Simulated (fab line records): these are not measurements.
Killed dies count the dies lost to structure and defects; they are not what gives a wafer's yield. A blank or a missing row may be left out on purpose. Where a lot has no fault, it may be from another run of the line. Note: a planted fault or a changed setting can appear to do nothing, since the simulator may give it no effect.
Which of the tools did it? :: flow berkeleyCmos170 :: 15 lots with 45 wafers sampled at 2 steps, on a route of 331 steps

WHAT EACH GAUGE READ, for each wafer
UCB170_M1_CD_MEAS_90 targets a cd of 700 nm. Usual: cdNm 700.2 nm, standard deviation 2.5.
lot: L599
measured: day 8 19:19
on: cdSem-01
cdNm (nm): 699.3 699.0 699.0
flag: 

lot: L598
measured: day 8 19:57
on: cdSem-01
cdNm (nm): 698.5 699.4 696.9
flag: 

lot: L603
measured: day 9 19:22
on: cdSem-02
cdNm (nm): 699.6 697.8 699.2
flag: 

lot: L602
measured: day 9 20:16
on: cdSem-02
cdNm (nm): 698.7 703.7 698.8
flag: 

lot: L606
measured: day 9 21:09
on: cdSem-01
cdNm (nm): 702.5 708.1 708.1
flag: 

lot: L607
measured: day 10 06:41
on: cdSem-01
cdNm (nm): 699.9 698.6 698.8
flag: 

lot: L608
measured: day 10 09:10
on: cdSem-01
cdNm (nm): 701.9 704.7 699.9
flag: 

lot: L610
measured: day 11 04:19
on: cdSem-02
cdNm (nm): 696.3 700.8 699.1
flag: 

lot: L609
measured: day 11 05:36
on: cdSem-02
cdNm (nm): - - -
flag: OFF

lot: L611
measured: day 11 09:36
on: cdSem-02
cdNm (nm): - - -
flag: OFF

lot: L613
measured: day 11 23:40
on: cdSem-01
cdNm (nm): - - -
flag: OFF

lot: L617
measured: day 12 05:50
on: cdSem-01
cdNm (nm): 697.4 699.0 700.0
flag: 

lot: L618
measured: day 12 13:25
on: cdSem-01
cdNm (nm): 702.4 698.7 697.4
flag: 

lot: L619
measured: day 12 13:51
on: cdSem-02
cdNm (nm): 701.3 703.2 699.4
flag: 

lot: L620
measured: day 13 17:27
on: cdSem-01
cdNm (nm): 698.6 700.1 702.2
flag: 

TOOL THAT RAN EACH LOT (tool first, then ch and the chambers of the sampled wafers, then the start)
lot: L599
UCB170_M1_METAL_ETCH_12: rieMetal-03 ch 0,1, day 8 19:04

lot: L598
UCB170_M1_METAL_ETCH_12: rieMetal-02 ch 0,1, day 8 19:40

lot: L603
UCB170_M1_METAL_ETCH_12: rieMetal-03 ch 1, day 9 19:07

lot: L602
UCB170_M1_METAL_ETCH_12: rieMetal-01 ch 0,1, day 9 20:02

lot: L606
UCB170_M1_METAL_ETCH_12: rieMetal-01 ch 0,1, day 9 20:55

lot: L607
UCB170_M1_METAL_ETCH_12: rieMetal-02 ch 0,1, day 10 06:26

lot: L608
UCB170_M1_METAL_ETCH_12: rieMetal-01 ch 0,1, day 10 08:51

lot: L610
UCB170_M1_METAL_ETCH_12: rieMetal-03 ch 0,1, day 11 04:05

lot: L609
UCB170_M1_METAL_ETCH_12: rieMetal-02 ch 0,1, day 11 05:22

lot: L611
UCB170_M1_METAL_ETCH_12: rieMetal-01 ch 0,1, day 11 09:22

lot: L613
UCB170_M1_METAL_ETCH_12: rieMetal-03 ch 0,1, day 11 23:26

lot: L617
UCB170_M1_METAL_ETCH_12: rieMetal-03 ch 0,1, day 12 05:37

lot: L618
UCB170_M1_METAL_ETCH_12: rieMetal-03 ch 0,1, day 12 13:11

lot: L619
UCB170_M1_METAL_ETCH_12: rieMetal-01 ch 0,1, day 12 13:35

lot: L620
UCB170_M1_METAL_ETCH_12: rieMetal-01 ch 0,1, day 13 17:13
- UCB170_M1_METAL_ETCH_12: etches Al in Cl2/BCl3, stops on PSG, target depth 780 nm, time 134.2 s.

WHAT THE TOOLS THEMSELVES READ (means of the sampled wafers that have a number; where no wafer has one, the mark that the record gives instead)
UCB170_M1_METAL_ETCH_12. Usual: bcl3FlowSccm 45.01 sccm, standard deviation 0.15; chamberPressureMTorr 12.001 mTorr, standard deviation 0.012; drypumpMotorCurrentA 5.7 A, standard deviation 0.37; mfcCl2Sccm 90.03 sccm, standard deviation 0.28; oesProductAu 0.862 a.u., standard deviation 0.012; throttleValvePct 24.54 %, standard deviation 0.26.
lot: L599
tool: rieMetal-03
bcl3FlowSccm (sccm): 45.04
chamberPressureMTorr (mTorr): 11.998
drypumpMotorCurrentA (A): 5.7
mfcCl2Sccm (sccm): 90.09
oesProductAu (a.u.): 0.864
throttleValvePct (%): 24.69
flag: 

lot: L598
tool: rieMetal-02
bcl3FlowSccm (sccm): 45.00
chamberPressureMTorr (mTorr): 12.002
drypumpMotorCurrentA (A): 5.2
mfcCl2Sccm (sccm): 89.95
oesProductAu (a.u.): 0.874
throttleValvePct (%): 24.53
flag: 

lot: L603
tool: rieMetal-03
bcl3FlowSccm (sccm): 44.90
chamberPressureMTorr (mTorr): 12.010
drypumpMotorCurrentA (A): 6.2
mfcCl2Sccm (sccm): 89.76
oesProductAu (a.u.): 0.859
throttleValvePct (%): 24.87
flag: 

lot: L602
tool: rieMetal-01
bcl3FlowSccm (sccm): 45.06
chamberPressureMTorr (mTorr): 12.000
drypumpMotorCurrentA (A): 5.8
mfcCl2Sccm (sccm): 90.11
oesProductAu (a.u.): 0.848
throttleValvePct (%): 24.31
flag: 

lot: L606
tool: rieMetal-01
bcl3FlowSccm (sccm): 45.03
chamberPressureMTorr (mTorr): 12.006
drypumpMotorCurrentA (A): 5.7
mfcCl2Sccm (sccm): 90.34
oesProductAu (a.u.): 0.857
throttleValvePct (%): 24.25
flag: 

lot: L607
tool: rieMetal-02
bcl3FlowSccm (sccm): 45.01
chamberPressureMTorr (mTorr): 11.996
drypumpMotorCurrentA (A): 5.3
mfcCl2Sccm (sccm): 90.26
oesProductAu (a.u.): 0.861
throttleValvePct (%): 24.71
flag: 

lot: L608
tool: rieMetal-01
bcl3FlowSccm (sccm): 44.97
chamberPressureMTorr (mTorr): 12.010
drypumpMotorCurrentA (A): 5.8
mfcCl2Sccm (sccm): 89.94
oesProductAu (a.u.): 0.852
throttleValvePct (%): 24.30
flag: 

lot: L610
tool: rieMetal-03
bcl3FlowSccm (sccm): 45.03
chamberPressureMTorr (mTorr): 12.001
drypumpMotorCurrentA (A): 5.7
mfcCl2Sccm (sccm): 90.23
oesProductAu (a.u.): 0.864
throttleValvePct (%): 24.69
flag: 

lot: L609
tool: rieMetal-02
bcl3FlowSccm (sccm): -
chamberPressureMTorr (mTorr): -
drypumpMotorCurrentA (A): -
mfcCl2Sccm (sccm): -
oesProductAu (a.u.): -
throttleValvePct (%): -
flag: OFF

lot: L611
tool: rieMetal-01
bcl3FlowSccm (sccm): -
chamberPressureMTorr (mTorr): -
drypumpMotorCurrentA (A): -
mfcCl2Sccm (sccm): -
oesProductAu (a.u.): -
throttleValvePct (%): -
flag: OFF

lot: L613
tool: rieMetal-03
bcl3FlowSccm (sccm): -
chamberPressureMTorr (mTorr): -
drypumpMotorCurrentA (A): -
mfcCl2Sccm (sccm): -
oesProductAu (a.u.): -
throttleValvePct (%): -
flag: OFF

lot: L617
tool: rieMetal-03
bcl3FlowSccm (sccm): 45.05
chamberPressureMTorr (mTorr): 12.009
drypumpMotorCurrentA (A): 6.0
mfcCl2Sccm (sccm): 90.00
oesProductAu (a.u.): 0.869
throttleValvePct (%): 24.78
flag: 

lot: L618
tool: rieMetal-03
bcl3FlowSccm (sccm): 44.92
chamberPressureMTorr (mTorr): 11.997
drypumpMotorCurrentA (A): 5.7
mfcCl2Sccm (sccm): 90.33
oesProductAu (a.u.): 0.872
throttleValvePct (%): 24.69
flag: 

lot: L619
tool: rieMetal-01
bcl3FlowSccm (sccm): 44.93
chamberPressureMTorr (mTorr): 11.995
drypumpMotorCurrentA (A): 5.7
mfcCl2Sccm (sccm): 89.94
oesProductAu (a.u.): 0.845
throttleValvePct (%): 24.26
flag: 

lot: L620
tool: rieMetal-01
bcl3FlowSccm (sccm): 44.99
chamberPressureMTorr (mTorr): 12.002
drypumpMotorCurrentA (A): 5.7
mfcCl2Sccm (sccm): 89.75
oesProductAu (a.u.): 0.863
throttleValvePct (%): 24.25
flag: 

THE ANSWER, worked out from the rows above alone
Rule: lot off if the mean of its wafers having a number is beyond 3 standard deviations from the usual mean. Also off: a lot with no number at a reading for which 4 or more lots have one. Where the step has rows for the other lots, those lots are counted as sound. The gauges are gone through in route order, then the tools' own readings, and for those a lot's mean is taken as printed above. The first step at which some lot is off is used, and at that step the reading that is off furthest; a lot without a number counts as furthest.
Off, at UCB170_M1_CD_MEAS_90 on cdNm: L609, L611, L613. Without a number there: L609, L611, L613.
A tool fits if, at a process step before that reading, it ran every lot that is off, and no sound lot after the first of them. The gauges at UCB170_M1_CD_MEAS_90 aren't tried: what is off there is off at UCB170_M1_METAL_ETCH_12 too, on other tools, and a gauge's error can't cause that. Not one of the candidates tried fits.

WHAT THE SIMULATOR PUT IN
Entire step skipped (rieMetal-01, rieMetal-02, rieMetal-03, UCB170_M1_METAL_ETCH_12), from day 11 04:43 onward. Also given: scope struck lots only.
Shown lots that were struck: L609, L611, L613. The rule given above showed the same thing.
